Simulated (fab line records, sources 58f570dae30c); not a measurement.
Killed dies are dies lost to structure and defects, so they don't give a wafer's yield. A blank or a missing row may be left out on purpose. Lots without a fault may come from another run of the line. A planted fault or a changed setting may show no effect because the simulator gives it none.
Chamber matching | flow berkeley_cmos170 | UCB170_CONTACT_ETCH_17 on rie_diel-04: 4 sister chambers
The step etches BARC in N2/H2. 15 wafers are shown with their chamber, then 7 later ones without.

WAFERS WITH THEIR CHAMBER
wafer  | chamber | throttle_valve_pct (%) | oes_product_au (a.u.) | h2_flow_sccm (sccm)
L207.2 | 1       | 13.20                  | 1.018                 | 199.7
L207.5 | 2       | 13.23                  | 0.970                 | 200.3
L207.6 | 3       | 13.37                  | 0.980                 | 199.3
L210.1 | 0       | 13.09                  | 0.998                 | 200.0
L210.2 | 1       | 13.21                  | 1.019                 | 198.4
L210.4 | 2       | 13.22                  | 0.970                 | 200.4
L214.1 | 0       | 13.11                  | 0.997                 | 201.0
L214.3 | 2       | 13.22                  | 0.972                 | 200.8
L214.4 | 1       | 13.22                  | 1.029                 | 200.1
L215.1 | 2       | 13.22                  | 0.975                 | 199.8
L215.4 | 0       | 13.13                  | 0.991                 | 199.7
L215.5 | 3       | 13.38                  | 0.974                 | 200.8
L220.1 | 2       | 13.19                  | 0.963                 | 200.1
L220.3 | 1       | 13.20                  | 1.012                 | 199.9
L220.6 | 0       | 13.11                  | 0.991                 | 200.1

SIGNATURES (means of the wafers above)
reading            | chamber 0 | chamber 1 | chamber 2 | chamber 3 | scatter within a chamber
throttle_valve_pct | 13.1100   | 13.2075   | 13.2160   | 13.3750   | 0.0136
oes_product_au     | 0.99425   | 1.01950   | 0.97000   | 0.97700   | 0.00511
h2_flow_sccm       | 200.200   | 199.525   | 200.280   | 200.050   | 0.631
Rule: a wafer's distance from a chamber is the root of the sum, over the readings, of the square of ((its reading less the chamber's mean) divided by the reading's scatter). The wafer belongs to the nearest chamber; if the next one is less than 2 further off, it can't be placed. The scatter: the root of (the sum of the squares of (reading less its chamber's mean) over the shown wafers, divided by (wafers less chambers)).

WAFERS WITHOUT THEIR CHAMBER
wafer  | throttle_valve_pct (%) | oes_product_au (a.u.) | h2_flow_sccm (sccm)
L221.1 | 13.21                  | 0.961                 | 199.8
L221.2 | 13.12                  | 0.994                 | 199.0
L221.6 | 13.19                  | 1.015                 | 199.8
L223.4 | 13.13                  | 0.992                 | 200.6
L223.5 | 13.35                  | 0.968                 | 199.6
L225.1 | 13.20                  | 1.023                 | 200.5
L225.3 | 13.36                  | 0.977                 | 199.8

WHICH CHAMBER EACH WENT THROUGH
wafer  | from the rows above | in truth
L221.1 | 2                   | 2
L221.2 | 0                   | 0
L221.6 | 1                   | 1
L223.4 | 0                   | 0
L223.5 | 3                   | 3
L225.1 | 1                   | 1
L225.3 | 3                   | 3
Placed correctly: 7 of 7. Can't be placed from these rows: 0. Placed wrongly: 0.
